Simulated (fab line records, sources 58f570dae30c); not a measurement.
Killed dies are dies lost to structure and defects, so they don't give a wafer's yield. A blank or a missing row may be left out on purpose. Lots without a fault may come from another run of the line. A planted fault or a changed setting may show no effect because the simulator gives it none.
Which tool did it? | flow berkeley_cmos170 | 14 lots, 42 wafers sampled, at 5 steps of a route of 331

WHAT THE GAUGES READ, wafer by wafer
UCB170_ACTIVE_OVL_MEAS_14.
lot  | measured     | on         | ACTIVE_OVL (nm)
L589 | day 5 18:25  | overlay-01 | -1 -9 -4
L590 | day 6 02:08  | overlay-01 | 3 -8 1
L591 | day 6 02:20  | overlay-02 | -2 1 8
L592 | day 6 13:45  | overlay-01 | 5 2 4
L594 | day 7 02:20  | overlay-01 | 0 1 -1
L595 | day 7 03:04  | overlay-01 | 3 2 2
L600 | day 7 14:32  | overlay-02 | 9 1 3
L597 | day 7 14:50  | overlay-01 | -3 -9 -5
L602 | day 8 00:27  | overlay-01 | -8 -15 -12
L603 | day 8 00:43  | overlay-02 | -8 -5 -13
L601 | day 8 00:49  | overlay-01 | 1 3 6
L607 | day 8 15:38  | overlay-01 | -1 4 0
L611 | day 9 21:48  | overlay-01 | -5 -4 -5
L612 | day 10 04:50 | overlay-02 | -2 -4 -8

UCB170_FIELD_THK_MEAS_90.
lot  | measured     | on            | FIELD_OXIDE_LEFT_1_THK (nm)
L589 | day 6 14:06  | film_metro-01 | 433 436 435
L590 | day 7 01:31  | film_metro-04 | 440 442 426
L591 | day 7 01:31  | film_metro-01 | 415 420 427
L592 | day 7 10:25  | film_metro-04 | 450 459 435
L594 | day 7 21:52  | film_metro-01 | 429 444 436
L595 | day 7 21:52  | film_metro-04 | 437 442 448
L600 | day 8 10:51  | film_metro-01 | 442 441 446
L597 | day 8 10:48  | film_metro-01 | 426 423 422
L602 | day 8 21:03  | film_metro-02 | 445 438 443
L603 | day 8 21:01  | film_metro-02 | 427 425 423
L601 | day 8 21:06  | film_metro-01 | 437 437 434
L607 | day 9 17:59  | film_metro-02 | 451 454 454
L611 | day 10 21:55 | film_metro-01 | 435 435 441
L612 | day 10 21:59 | film_metro-01 | 433 437 432

UCB170_PLDD_TW_MEAS_11.
lot  | measured     | on            | PLDD_TW
L589 | day 8 06:14  | film_metro-04 | 1009 1007 1004
L590 | day 8 12:37  | film_metro-04 | 1007 1007 1004
L591 | day 8 13:22  | film_metro-03 | 1011 1011 1013
L592 | day 9 03:13  | film_metro-04 | 1005 1002 1006
L594 | day 9 23:15  | film_metro-01 | 1008 1011 1013
L595 | day 9 22:38  | film_metro-03 | 1012 1006 1005
L600 | day 10 13:02 | film_metro-04 | 1001 995 1004
L597 | day 10 13:46 | film_metro-04 | 1003 996 1000
L602 | day 11 01:11 | film_metro-04 | 30 30 30 30 30 30
L603 | day 11 01:02 | film_metro-04 | 30 30 30 30 30 30
L601 | day 11 01:20 | film_metro-01 | 1018 1015 1012
L607 | day 11 10:31 | film_metro-01 | 1016 1017 1016
L611 | day 12 18:15 | film_metro-03 | 1009 1005 1005
L612 | day 12 18:48 | film_metro-04 | 1008 1006 1009

WHICH TOOL RAN EACH LOT (tool, then ch and the chambers of the sampled wafers, then the start)
lot  | UCB170_GATE_STRIP_16                 | UCB170_PLDD_STRIP_10
L589 | plasma_asher-04 ch 0,1, day 8 03:30  | plasma_asher-01 ch 0,1, day 8 06:08
L590 | plasma_asher-01 ch 0,1, day 8 10:35  | plasma_asher-03 ch 0,1, day 8 12:31
L591 | plasma_asher-04 ch 0,1, day 8 10:52  | plasma_asher-01 ch 0,1, day 8 13:16
L592 | plasma_asher-02 ch 0,1, day 9 00:22  | plasma_asher-01 ch 0,1, day 9 03:06
L594 | plasma_asher-04 ch 0,1, day 9 21:10  | plasma_asher-01 ch 0,1, day 9 23:10
L595 | plasma_asher-04 ch 0,1, day 9 20:39  | plasma_asher-03 ch 0,1, day 9 22:32
L600 | plasma_asher-01 ch 0,1, day 10 11:11 | plasma_asher-01 ch 0,1, day 10 12:56
L597 | plasma_asher-02 ch 0, day 10 11:18   | plasma_asher-01 ch 0,1, day 10 13:39
L602 | plasma_asher-04 ch 0,1, day 10 20:01 | plasma_asher-03 ch 0,1, day 11 01:05
L603 | plasma_asher-02 ch 0,1, day 10 20:19 | plasma_asher-01 ch 0,1, day 11 00:57
L601 | plasma_asher-04 ch 0,1, day 10 20:37 | plasma_asher-01 ch 0, day 11 01:13
L607 | plasma_asher-04 ch 0,1, day 11 07:52 | plasma_asher-03 ch 0,1, day 11 10:24
L611 | plasma_asher-04 ch 0,1, day 12 14:29 | plasma_asher-03 ch 0,1, day 12 18:09
L612 | plasma_asher-01 ch 0,1, day 12 14:59 | plasma_asher-03 ch 0,1, day 12 18:42
- UCB170_GATE_STRIP_16: strips in O2.
- UCB170_PLDD_STRIP_10: strips in O2.

WHAT THE TOOLS THEMSELVES READ (means of the sampled wafers that have a number; where no wafer has one, the mark that the record gives instead)
UCB170_GATE_STRIP_16.
lot  | tool            | chamber_pressure_mTorr (mTorr) | drypump_motor_current_A (A) | oes_product_au (a.u.)
L589 | plasma_asher-04 | 3499                           | 6.2                         | 0.726
L590 | plasma_asher-01 | 3501                           | 6.1                         | 0.726
L591 | plasma_asher-04 | 3501                           | 6.2                         | 0.727
L592 | plasma_asher-02 | 3502                           | 5.7                         | 0.725
L594 | plasma_asher-04 | 3500                           | 6.2                         | 0.725
L595 | plasma_asher-04 | 3500                           | 5.8                         | 0.719
L600 | plasma_asher-01 | 3500                           | 6.1                         | 0.725
L597 | plasma_asher-02 | 3496                           | 6.6                         | 0.726
L602 | plasma_asher-04 | -                              | -                           | -
L603 | plasma_asher-02 | -                              | -                           | -
L601 | plasma_asher-04 | 3500                           | 5.8                         | 0.721
L607 | plasma_asher-04 | 3500                           | 6.2                         | 0.724
L611 | plasma_asher-04 | 3498                           | 5.8                         | 0.721
L612 | plasma_asher-01 | 3500                           | 6.1                         | 0.723

UCB170_PLDD_STRIP_10.
lot  | tool            | chamber_pressure_mTorr (mTorr) | drypump_motor_current_A (A) | oes_product_au (a.u.) | strip_time_to_endpoint_s (s)
L589 | plasma_asher-01 | 3502                           | 6.1                         | 0.727                 | 21.63
L590 | plasma_asher-03 | 3501                           | 6.5                         | 0.735                 | 21.69
L591 | plasma_asher-01 | 3498                           | 6.2                         | 0.734                 | 21.75
L592 | plasma_asher-01 | 3503                           | 6.3                         | 0.734                 | 21.65
L594 | plasma_asher-01 | 3501                           | 6.2                         | 0.732                 | 21.71
L595 | plasma_asher-03 | 3500                           | 6.5                         | 0.740                 | 21.47
L600 | plasma_asher-01 | 3500                           | 6.2                         | 0.737                 | 21.64
L597 | plasma_asher-01 | 3500                           | 6.2                         | 0.738                 | 21.50
L602 | plasma_asher-03 | 3497                           | 6.5                         | 0.738                 | 46.28
L603 | plasma_asher-01 | 3501                           | 6.2                         | 0.742                 | 46.40
L601 | plasma_asher-01 | 3498                           | 6.0                         | 0.730                 | 21.62
L607 | plasma_asher-03 | 3497                           | 6.3                         | 0.738                 | 21.68
L611 | plasma_asher-03 | 3503                           | 6.5                         | 0.736                 | 21.68
L612 | plasma_asher-03 | 3498                           | 6.3                         | 0.738                 | 21.62

THE ANSWER, worked out from the rows above alone
Rule: what is usual is taken from the lots themselves. Put in order of their means at a reading, lots are off if they are a third of the lots or fewer, leave a main group of 4 or more, and stand apart from it by a gap of 3 or more times the standard deviation of the main group's means; of several such gaps the widest counts. A main group whose means are all the same, to the digits that the tables above print for the reading, isn't used. A lot without any number at a reading at which 4 lots or more have one is off too. The other lots that the step has rows for count as sound. The gauges are gone through in route order, then the tools' own readings, and for those a lot's mean is taken as printed above. The first step at which some lot is off is used, and at that step the reading that is off furthest; a lot without a number counts as furthest.
Off: L602, L603, at UCB170_PLDD_TW_MEAS_11 (PLDD_TW). The main group: mean 1008, standard deviation 4.9.
A tool fits if, at a process step before that reading, it ran every lot that is off, and no sound lot after the first of them. The gauges at UCB170_PLDD_TW_MEAS_11 aren't tried: what is off there is off at UCB170_GATE_STRIP_16 too, on other tools, and a gauge's error can't cause that. None of those tried fits.

WHAT THE SIMULATOR HAD PUT IN
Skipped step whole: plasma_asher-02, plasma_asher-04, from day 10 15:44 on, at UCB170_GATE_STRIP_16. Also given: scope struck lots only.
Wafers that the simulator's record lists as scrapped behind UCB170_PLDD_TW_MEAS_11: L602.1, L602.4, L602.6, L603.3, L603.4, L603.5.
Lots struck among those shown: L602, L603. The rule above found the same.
